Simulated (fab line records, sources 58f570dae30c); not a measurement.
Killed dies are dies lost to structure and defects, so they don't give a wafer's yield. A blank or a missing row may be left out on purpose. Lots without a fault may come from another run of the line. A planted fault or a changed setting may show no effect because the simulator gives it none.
Split-lot experiment | flow berkeley_cmos170 | 5 lots, 23 wafers read, on a route of 331 steps

THE SPLIT
At UCB170_ACTIVE_STRIP_16 (strips in O2), the setting power_w was moved away from the recipe's 400 W on 9 of the 23 wafers read, by -9.7% to +7.6%. The other wafers ran this setting at the recipe's value.

The reading is taken at the split's own step.

THE READING
oes_product_au, in a.u., at UCB170_ACTIVE_STRIP_16 (strips in O2). Fault-free wafers of this fab line usually give 0.720 a.u., standard deviation 0.0041 a.u..

wafer  | tool, chamber at the split | power_w as run, W | against the recipe | oes_product_au, a.u. | against lot-mates on the recipe
L074.1 | plasma_asher-01, 0         | 400               | recipe             | 0.722                | -
L074.3 | plasma_asher-01, 0         | 400               | recipe             | 0.722                | -
L074.4 | plasma_asher-01, 1         | 400               | recipe             | 0.717                | -
L075.1 | plasma_asher-02, 0         | 400               | recipe             | 0.716                | -
L075.2 | plasma_asher-02, 1         | 400               | recipe             | 0.717                | -
L075.3 | plasma_asher-02, 0         | 430.5             | +7.6%              | 0.752                | +0.035
L075.4 | plasma_asher-02, 1         | 400               | recipe             | 0.717                | -
L075.6 | plasma_asher-02, 0         | 430.5             | +7.6%              | 0.747                | +0.030
L079.1 | plasma_asher-03, 0         | 371.7             | -7.1%              | 0.695                | -0.026
L079.2 | plasma_asher-03, 1         | 400               | recipe             | 0.724                | -
L079.3 | plasma_asher-03, 1         | 371.7             | -7.1%              | 0.684                | -0.037
L079.4 | plasma_asher-03, 0         | 400               | recipe             | 0.718                | -
L079.5 | plasma_asher-03, 0         | 371.7             | -7.1%              | 0.696                | -0.025
L081.1 | plasma_asher-02, 1         | 400               | recipe             | 0.727                | -
L081.2 | plasma_asher-02, 0         | 365.2             | -8.7%              | 0.683                | -0.041
L081.3 | plasma_asher-02, 1         | 400               | recipe             | 0.723                | -
L081.5 | plasma_asher-02, 1         | 365.2             | -8.7%              | 0.687                | -0.037
L081.6 | plasma_asher-02, 0         | 400               | recipe             | 0.722                | -
L083.1 | plasma_asher-01, 0         | 361.1             | -9.7%              | 0.683                | -0.040
L083.2 | plasma_asher-01, 1         | 361.1             | -9.7%              | 0.685                | -0.038
L083.3 | plasma_asher-01, 1         | 400               | recipe             | 0.720                | -
L083.5 | plasma_asher-01, 1         | 400               | recipe             | 0.720                | -
L083.6 | plasma_asher-01, 0         | 400               | recipe             | 0.729                | -

THE FIT
A straight line over all 23 wafers: oes_product_au changes by +0.00393 a.u. for each +1% of power_w; r = +0.98; the points scatter about the line by 0.004 a.u..
The same after taking each lot's own level away (the mean of its wafers on the recipe; 23 wafers): +0.00423 a.u. for each +1%; r = +0.99; scatter 0.0033 a.u..
On that fit, the largest move of power_w shifts the reading by 0.041 a.u..
The lots' own levels span 0.7167 to 0.7240 a.u., that is 1.8 times the standard deviation above.
So the lot-to-lot level changes the slope little: the two slopes agree.
Check: with one of the wafers moved furthest among these (-9.7%) left out of the fit, the line predicts -0.0412 a.u. for it against its lot-mates. It came out at -0.04 a.u. against them.
Tool readings at the split's step, against how far the setting was moved: oes_product_au r = +0.98; strip_time_to_endpoint_s r = -0.84.

OTHER SPLITS ON THESE WAFERS
These wafers also went through other splits before the reading. Each is held against what the fit with the lots' levels taken away leaves over:
other split on the same wafers      | wafers away from the commonest value | r with oes_product_au (lot level and that fit taken away)
UCB170_START_OXIDATION_02 temp_c    | 10                                   | +0.16
UCB170_NWELL_CVD_04 pressure_mtorr  | 18                                   | +0.04
UCB170_PWELL_ETCH_14 time_s         | 6                                    | -0.18
UCB170_PWELL_IMPLANT_15 tilt_deg    | 10                                   | +0.30
UCB170_ACTIVE_COAT_08 resist_thk_nm | 5                                    | +0.22

THE WHOLE CHAIN: every reading that the file lists as answering this split, in the file's order
step                   | what it does | reading                  | change (the file's fit)                                                                   | r (the file's)
UCB170_ACTIVE_STRIP_16 | strips in O2 | oes_product_au           | +0.00422 a.u. for each +1% of the setting                                                 | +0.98
UCB170_ACTIVE_STRIP_16 | strips in O2 | strip_time_to_endpoint_s | withheld for each +1% of the setting, in a fit together with resist_thk_nm@ACTIVE_COAT_08 | 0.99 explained

THE FILE'S OWN FIT
oes_product_au changes by +0.00422 a.u. for each +1% of power_w, r = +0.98.
